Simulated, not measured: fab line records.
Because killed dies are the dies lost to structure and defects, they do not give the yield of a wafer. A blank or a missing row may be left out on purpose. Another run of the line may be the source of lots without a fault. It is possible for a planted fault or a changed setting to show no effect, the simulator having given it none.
fab line records	flow ritCmos
record lots=6	wafers=18	lastDay=7
route steps=202 shown NWELL@35 PWELL@39 WELLDRIVE@50 NRETRO@53 M1@202
lots with no fault: from the same line, run without faults
startH: the number of hours between the record's first day and the start of the first shown wafer of the lot	waitH: hours from the lot's prior step to this one	" unchanged from the row above	L1.1+2: one row covering several wafers at once	- value missing, or start not given	* or withheld: withheld	< > ~ a bound
route shown NAME@n: a module of which the file shows steps, and the number in the route of the first	usual: mean and standard deviation over wafers with no fault	same: alike in all rows	chamber/n: place in a boat	sites: readings site by site	_std_site: their standard deviation	_edge_site: the outer-site mean with the inner-site mean subtracted	radiusMm: how far each site lies from the wafer's centre	mask NAME#n: copy n	behind: tool/chamber where the wafer was last shaped	hold: cause of the lot's hold/its duration in hours/its outcome	device: the n, p or np transistor that did not switch	end of line: tests of these same wafers at the route's end	for a step that has no rows: nothing shown but its recipe	killed: count of dies lost to structure and defects at first sort (not the wafer's yield)	map: a wafer's dies, marking killed ones x, the rest . and places with no die _
set.NAME: setting as actually run; set.NAME@STEP: the setting as run at that earlier step	model.NAME: the simulator's own value behind a step, which no gauge read
lots at selected steps of the route; one table per step, one row per wafer
services: from which hour (startH, from the record's first day; less than 0 if before it) a tool's chamber was out of use, for how many hours, and why
## steps
# step RIT_NWELL_HARDBAKE_07
# recipe resist=NOVOLAK	tempC=140	timeS=120
# step RIT_NWELL_IMPLANT_08
# recipe species=P	energyKev=170	doseCm2=5e+13	tiltDeg=7
# step RIT_NWELL_STRIP_09
# recipe chemistry=O2	timeS=180	resist=NOVOLAK	platenTempC=withheld	powerW=500	pressureMtorr=4000	o2FlowSccm=4000
# usual drypumpMotorCurrentA=5.9/0.65
lot.wafer	tool	chamber	startH	waitH	drypumpMotorCurrentA	rfHoursCounterH
L189.2	plasmaAsher-02	0	33.45	0.1	6.6	37
L189.4	"	0	"	"	6.6	-
L189.6	"	1	"	"	4.9	-
L190.1	plasmaAsher-03	0	39.81	0.1	5.6	39
L190.5	"	0	"	"	5.6	-
L190.6	"	1	"	"	6.5	-
L193.2	plasmaAsher-02	1	56.74	0.1	4.9	39
L193.3	"	1	"	"	4.8	-
L193.6	"	1	"	"	4.8	-
L197.1	plasmaAsher-03	0	73.31	0.1	5.6	42
L197.2	"	1	"	"	6.4	42
L197.4	"	1	"	"	6.4	-
L203.1	plasmaAsher-02	0	103.85	0.1	6.6	44
L203.2	"	1	"	"	4.9	44
L203.3	"	0	"	"	6.6	-
L205.2	plasmaAsher-02	1	114.73	0.1	4.9	45
L205.4	"	1	"	"	4.8	-
L205.6	"	1	"	"	4.8	-
# step RIT_NWELL_TW_MEAS_10
# usual NWELL_TW=2140/25
lot.wafer	tool	chamber	startH	waitH	NWELL_TW
L189.2	filmMetro-03	-	33.63	0.1	2161
L189.4	"	-	"	"	2162
L189.6	"	-	"	"	2165
L190.1	filmMetro-01	-	39.99	0.1	2146
L190.5	"	-	"	"	2125
L190.6	"	-	"	"	2131
L193.2	filmMetro-01	-	56.92	0.1	2149
L193.3	"	-	"	"	2154
L193.6	"	-	"	"	2163
L197.1	filmMetro-02	-	73.49	0.1	2109
L197.2	"	-	"	"	2113
L197.4	"	-	"	"	2110
L203.1	filmMetro-01	-	104.02	0.1	2155
L203.2	"	-	"	"	2141
L203.3	"	-	"	"	2152
L205.2	filmMetro-02	-	114.91	0.1	2116
L205.4	"	-	"	"	2113
L205.6	"	-	"	"	2107
# step RIT_PWELL_HMDS_00
# recipe primeTimeS=60	primeTempC=140
# step RIT_PWELL_COAT_01
# recipe resist=NOVOLAK	spinRpm=2000	resistThkNm=1300
# step RIT_PWELL_SOFTBAKE_02
# recipe resist=NOVOLAK	tempC=90	timeS=60
# step RIT_PWELL_EXPOSE_03
# recipe maskId=M3	na=0.57	targetCdNm=43700	doseMj=250
# step RIT_PWELL_PEB_04
# recipe resist=NOVOLAK	tempC=withheld	timeS=withheld
# step RIT_PWELL_DEVELOP_05
# recipe resist=NOVOLAK	developTimeS=68	devTempC=23
# step RIT_PWELL_OVL_MEAS_06
# usual PWELL_OVL=-0.4/1.3
lot.wafer	tool	chamber	startH	waitH	PWELL_OVL[nm]
L189.2	overlay-02	-	34.57	-	-1.2
L189.4	"	-	"	"	-1.9
L189.6	"	-	"	"	-1.7
L190.1	overlay-02	-	41.11	-	0.3
L190.5	"	-	"	"	-1.6
L190.6	"	-	"	"	-0.4
L193.2	overlay-02	-	58.09	-	-0.4
L193.3	"	-	"	"	-1.4
L193.6	"	-	"	"	-0.4
L197.1	overlay-01	-	74.43	-	-0.5
L197.2	"	-	"	"	-1.8
L197.4	"	-	"	"	-0.1
L203.1	overlay-02	-	105.09	-	0.4
L203.2	"	-	"	"	-0.4
L203.3	"	-	"	"	0.9
L205.2	overlay-02	-	115.85	-	0.5
L205.4	"	-	"	"	-0.3
L205.6	"	-	"	"	-0.7
# step RIT_PWELL_HARDBAKE_07
# recipe resist=NOVOLAK	tempC=140	timeS=120
# step RIT_PWELL_IMPLANT_08
# recipe species=B	energyKev=170	doseCm2=7e+13	tiltDeg=7
# usual doseIonsCm2=7e+13/7.3e+10	faradayCurrentUA=222/4.4
# same implantIonAmu=11
lot.wafer	tool	chamber	startH	waitH	doseIonsCm2	faradayCurrentUA
L189.2	implanter-03	0	34.87	0.2	7.006e+13	215
L189.4	"	0	"	"	6.996e+13	221
L189.6	"	0	"	"	6.99e+13	223
L190.1	implanter-02	0	41.40	0.2	7.002e+13	218
L190.5	"	0	"	"	6.998e+13	230
L190.6	"	0	"	"	6.978e+13	226
L193.2	implanter-01	0	58.40	0.2	7.011e+13	222
L193.3	"	0	"	"	7.005e+13	229
L193.6	"	0	"	"	7e+13	211
L197.1	implanter-01	0	74.72	0.2	6.998e+13	219
L197.2	"	0	"	"	7.007e+13	225
L197.4	"	0	"	"	6.999e+13	222
L203.1	implanter-01	0	105.37	0.2	8.126e+13	258
L203.2	"	0	"	"	8.138e+13	257
L203.3	"	0	"	"	8.124e+13	264
L205.2	implanter-01	0	116.16	0.2	8.133e+13	264
L205.4	"	0	"	"	8.137e+13	264
L205.6	"	0	"	"	8.13e+13	262
# step RIT_PWELL_STRIP_09
# recipe chemistry=O2	timeS=180	resist=NOVOLAK	platenTempC=withheld	powerW=500	pressureMtorr=4000	o2FlowSccm=4000
# usual drypumpMotorCurrentA=6.0/0.33
lot.wafer	tool	chamber	startH	waitH	drypumpMotorCurrentA	rfHoursCounterH
L189.2	plasmaAsher-03	1	35.00	0.1	6.4	38
L189.4	"	0	"	"	5.6	-
L189.6	"	1	"	"	6.4	-
L190.1	plasmaAsher-04	1	41.55	0.1	6.0	40
L190.5	"	0	"	"	6.2	-
L190.6	"	1	"	"	6.0	-
L193.2	plasmaAsher-04	0	58.52	0.1	6.2	41
L193.3	"	1	"	"	6.1	-
L193.6	"	1	"	"	6.0	-
L197.1	plasmaAsher-04	0	74.87	0.1	6.3	43
L197.2	"	1	"	"	6.0	43
L197.4	"	0	"	"	6.3	-
L203.1	plasmaAsher-03	1	105.52	0.1	6.5	46
L203.2	"	0	"	"	5.6	46
L203.3	"	1	"	"	6.4	-
L205.2	plasmaAsher-01	0	116.28	0.1	6.1	34
L205.4	"	0	"	"	6.1	-
L205.6	"	1	"	"	5.7	-
# step RIT_PWELL_TW_MEAS_10
# usual PWELL_TW=950/11
lot.wafer	tool	chamber	startH	waitH	PWELL_TW
L189.2	filmMetro-01	-	35.18	0.1	945
L189.4	"	-	"	"	945
L189.6	"	-	"	"	953
L190.1	filmMetro-02	-	41.72	0.1	936
L190.5	"	-	"	"	936
L190.6	"	-	"	"	941
L193.2	filmMetro-02	-	58.71	0.1	940
L193.3	"	-	"	"	936
L193.6	"	-	"	"	933
L197.1	filmMetro-03	-	75.04	0.1	960
L197.2	"	-	"	"	963
L197.4	"	-	"	"	965
L203.1	filmMetro-02	-	105.70	0.1	982
L203.2	"	-	"	"	983
L203.3	"	-	"	"	980
L205.2	filmMetro-01	-	116.47	0.1	998
L205.4	"	-	"	"	1000
L205.6	"	-	"	"	1002
# step RIT_WELLDRIVE_ANNEAL_00
# recipe tempC=1100	timeS=14700	ambient=N2
# step RIT_WELLDRIVE_RS_MEAS_01
# recipe thkMeasGauge=four-point-probe
# usual NWELL_RS=275.7/0.73
lot.wafer	tool	chamber	startH	waitH	NWELL_RS[ohm/sq]
L189.2	filmMetro-03	-	44.70	0.0	277.3
L189.4	"	-	"	"	276.9
L189.6	"	-	"	"	277.3
L190.1	filmMetro-03	-	49.76	0.0	276.9
L190.5	"	-	"	"	277.2
L190.6	"	-	"	"	276.9
L193.2	filmMetro-01	-	64.55	0.0	275.6
L193.3	"	-	"	"	275.6
L193.6	"	-	"	"	275.4
L197.1	filmMetro-02	-	80.74	0.0	274.8
L197.2	"	-	"	"	275.2
L197.4	"	-	"	"	275.5
L203.1	filmMetro-03	-	112.39	0.0	275.3
L203.2	"	-	"	"	275.4
L203.3	"	-	"	"	275.6
L205.2	filmMetro-03	-	122.72	0.0	275.9
L205.4	"	-	"	"	275.7
L205.6	"	-	"	"	275.1
# step RIT_WELLDRIVE_RS_MEAS_02
# recipe thkMeasGauge=four-point-probe
# usual PWELL_RS=429.7/1.4
lot.wafer	tool	chamber	startH	waitH	PWELL_RS[ohm/sq]
L189.2	filmMetro-03	-	44.82	0.1	432.5
L189.4	"	-	"	"	432.4
L189.6	"	-	"	"	431.3
L190.1	filmMetro-03	-	49.88	0.1	429.4
L190.5	"	-	"	"	429.2
L190.6	"	-	"	"	430.0
L193.2	filmMetro-01	-	64.67	0.1	432.0
L193.3	"	-	"	"	429.9
L193.6	"	-	"	"	429.7
L197.1	filmMetro-02	-	80.86	0.1	429.5
L197.2	"	-	"	"	428.6
L197.4	"	-	"	"	427.4
L203.1	filmMetro-03	-	112.51	0.1	391.7
L203.2	"	-	"	"	391.5
L203.3	"	-	"	"	392.6
L205.2	filmMetro-03	-	122.84	0.1	391.6
L205.4	"	-	"	"	391.8
L205.6	"	-	"	"	391.2
# step RIT_NRETRO_HMDS_00
# recipe primeTimeS=60	primeTempC=140
# step RIT_M1_PROBE_99
# usual killedAtContacts=0.1/0.23	killedAtFrontEnd=6.2/2.8	killedDies=6.3/2.7	killedOpen=3.1/2	killedShort=3.2/1.8
# same grossDies=264	killed_at_M0_to_M3=0	killed_at_M4_up=0	killedAtBackSide=0	killedAtOther=0
lot.wafer	tool	chamber	startH	waitH	killedAtContacts	killedAtFrontEnd	killedDies	killedOpen	killedShort	model.etest.nmos_0p3.rOnOhmUm	model.etest.pwellPinched.rsOhmSq	model.etest.pwell.rsOhmSq	model.etest.nmosTurned.driveUaUm	model.etest.nmos_0p15.driveUaUm	model.etest.nmosNarrow.driveUaUm	model.etest.nmos_0p3.driveUaUm	model.etest.wellEdgeRight.lineOhmUm
L189.2	prober-02	-	76.10	0.1	0	5	5	0	5	2254	477.4	425.2	319.3	468.4	215	218.4	181.4
L189.4	prober-02	-	76.20	0.2	0	5	5	2	3	2217	466.4	415.8	315.9	458.6	212.5	213.2	182.4
L189.6	prober-02	-	76.30	0.2	0	10	10	5	5	2270	468.1	420.6	311.4	454.8	212.2	211.3	183.8
L190.1	prober-01	-	81.21	0.1	0	5	5	4	1	2121	464.3	418.4	323.5	467.2	239.4	230.3	179.8
L190.5	prober-01	-	81.41	0.2	0	7	7	4	3	2117	457.3	419.8	326.8	478.6	238.8	233.5	183.3
L190.6	prober-01	-	81.46	0.2	0	5	5	3	2	2149	465.4	416.4	320.6	482.1	242	236.3	183.5
L193.2	prober-02	-	97.51	0.1	0	6	6	4	2	2256	461	424.2	294.5	440.7	216.5	211.6	181.4
L193.3	prober-02	-	97.56	0.2	0	4	4	3	1	2248	460.3	423.4	304.8	443.3	213.8	212.4	184.7
L193.6	prober-02	-	97.71	0.2	0	8	8	5	3	2255	455.7	419.4	302	435	213.5	209.3	183.6
L197.1	prober-01	-	112.10	0.1	0	4	4	2	2	2134	456.1	417.3	330.2	466.9	221.2	224.6	182.3
L197.2	prober-01	-	112.15	0.1	0	5	5	3	2	2152	457.1	421	335.5	473.3	220	223	182.3
L197.4	prober-01	-	112.25	0.2	1	5	6	3	3	2154	456.4	415.3	332.6	468.1	218	222.7	182.4
L203.1	prober-01	-	142.39	0.1	0	14	14	5	9	2376	416.9	376.6	250.4	414.4	196.9	197.8	190.3
L203.2	prober-01	-	142.44	0.1	0	4	4	1	3	2427	422.8	376	251.6	405.9	196	196.9	189
L203.3	prober-01	-	142.49	0.2	0	9	9	2	7	2415	421.2	374.5	251.1	412.7	200	198.9	190.4
L205.2	prober-02	-	159.24	0.1	0	6	6	4	2	2323	418.1	378.4	289.7	433.6	197.4	196.8	188.6
L205.4	prober-02	-	159.34	0.2	0	3	3	1	2	2249	421.1	377.6	290.6	431.3	207	204.3	189.3
L205.6	prober-02	-	159.44	0.2	0	3	3	0	3	2301	412.4	376.1	284.9	419.5	200	194.9	188.5
# killed by level:class
L189.2 GATE:geometricParticle:short=3 FOX1:geometricParticle:short=1 SPACER:geometricParticle:short=1
L189.4 SPACER:geometricParticle:short=2 REOX:geometricParticle:short=1 REOX:geometricParticle:open=1 SILICIDE:geometricParticle:open=1
L189.6 GATE:geometricParticle:open=2 SPACER:geometricParticle:short=2 FOX1:geometricParticle:open=1 FOX2:geometricParticle:short=1 GATE:geometricParticle:short=1 REOX:geometricParticle:short=1 REOX:geometricParticle:open=1 SPACER:geometricParticle:open=1
L190.1 GATE:geometricParticle:open=2 GATE:geometricParticle:short=1 REOX:geometricParticle:open=1 SPACER:geometricParticle:open=1
L190.5 GATE:geometricParticle:open=3 GATE:geometricParticle:short=2 FOX2:geometricParticle:open=1 SILICIDE:geometricParticle:short=1
L190.6 SPACER:geometricParticle:open=3 FOX1:geometricParticle:short=1 SPACER:geometricParticle:short=1
L193.2 FOX1:geometricParticle:open=1 FOX2:geometricParticle:open=1 GATE:geometricParticle:short=1 REOX:geometricParticle:short=1 SPACER:geometricParticle:open=1 SILICIDE:geometricParticle:open=1
L193.3 FOX1:geometricParticle:short=1 FOX2:geometricParticle:open=1 GATE:geometricParticle:open=1 SILICIDE:geometricParticle:open=1
L193.6 FOX1:geometricParticle:open=2 GATE:geometricParticle:open=1 GATE:geometricParticle:short=1 REOX:geometricParticle:open=1 SPACER:geometricParticle:short=1 SPACER:geometricParticle:open=1 STARTING-WAFER:geometricParticle:short=1
L197.1 FOX1:geometricParticle:short=1 FOX1:geometricParticle:open=1 GATE:geometricParticle:open=1 GATE:geometricParticle:short=1
L197.2 FOX1:geometricParticle:open=2 FOX1:geometricParticle:short=1 FOX2:geometricParticle:short=1 GATE:geometricParticle:open=1
L197.4 FOX1:geometricParticle:open=2 FOX1:geometricParticle:short=1 GATE:geometricParticle:short=1 REOX:geometricParticle:open=1 CONTACT:geometricParticle:short=1
L203.1 GATE:geometricParticle:short=5 REOX:geometricParticle:open=3 FOX1:geometricParticle:short=2 GATE:geometricParticle:open=2 FOX2:geometricParticle:short=1 SILICIDE:geometricParticle:short=1
L203.2 REOX:geometricParticle:short=2 GATE:geometricParticle:short=1 GATE:geometricParticle:open=1
L203.3 SPACER:geometricParticle:short=4 GATE:geometricParticle:short=2 FOX1:geometricParticle:short=1 GATE:geometricParticle:open=1 SPACER:geometricParticle:open=1
L205.2 SPACER:geometricParticle:open=2 FOX1:geometricParticle:open=1 SPACER:geometricParticle:short=1 SILICIDE:geometricParticle:open=1 SILICIDE:geometricParticle:short=1
L205.4 GATE:geometricParticle:short=2 SILICIDE:geometricParticle:open=1
L205.6 FOX2:geometricParticle:short=1 GATE:geometricParticle:short=1 SILICIDE:geometricParticle:short=1
## services
tool	chamber	startH	hours	kind
plasmaAsher-03	-	10.31	2.8	pm
plasmaAsher-02	-	25.54	0.4	repair
plasmaAsher-01	-	31.67	4.0	pm
implanter-03	-	41.04	3.2	pm
plasmaAsher-04	-	45.85	1.2	repair
implanter-03	-	59.08	37.7	repair
implanter-02	-	98.24	3.3	pm
implanter-02	-	102.77	3.7	pm
implanter-03	-	106.98	2.0	repair
plasmaAsher-04	-	108.75	9.0	pm
plasmaAsher-04	0	108.75	9.0	ventCycle
plasmaAsher-04	1	108.75	9.0	ventCycle
## key
firstSign step=RIT_PWELL_IMPLANT_08	reading=doseIonsCm2	direction=up	sigmas=99+	usual=7e+13	struck=8.131e+13
effect step=RIT_PWELL_IMPLANT_08	reading=faradayCurrentUA	direction=up	sigmas=8.9	usual=222	struck=261
effect step=RIT_PWELL_TW_MEAS_10	reading=PWELL_TW	direction=up	sigmas=3.7	usual=950	struck=991
effect step=RIT_WELLDRIVE_RS_MEAS_02	reading=PWELL_RS	direction=down	sigmas=27	usual=429.7	struck=391.8
modelEffect step=RIT_M1_PROBE_99	value=etest.nmos_0p3.rOnOhmUm	without=2231	struck=2349
metAt RIT_PWELL_IMPLANT_08
struckWafers L203.1,L203.2,L203.3,L205.2,L205.4,L205.6
testerLeftOut L203,L205
onsetBetween 74.72 105.37
fault kind=processParameterDrift	tool=implanter-01	chamber=-	onsetH=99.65	steps=RIT_PWELL_IMPLANT_08	channel=doseCm2	offset=1.12e+13	shape=step	endH=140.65	actsIn=theseRecipesOnly	stated=7e+13
# testerLeftOut: of these lots the tester's yield and bins aren't shown, on N5 and GAA mostly nor the transistor test; their killed dies are dies lost to structure and defects alone, not to doping, threshold or leakage, so they don't give the yield
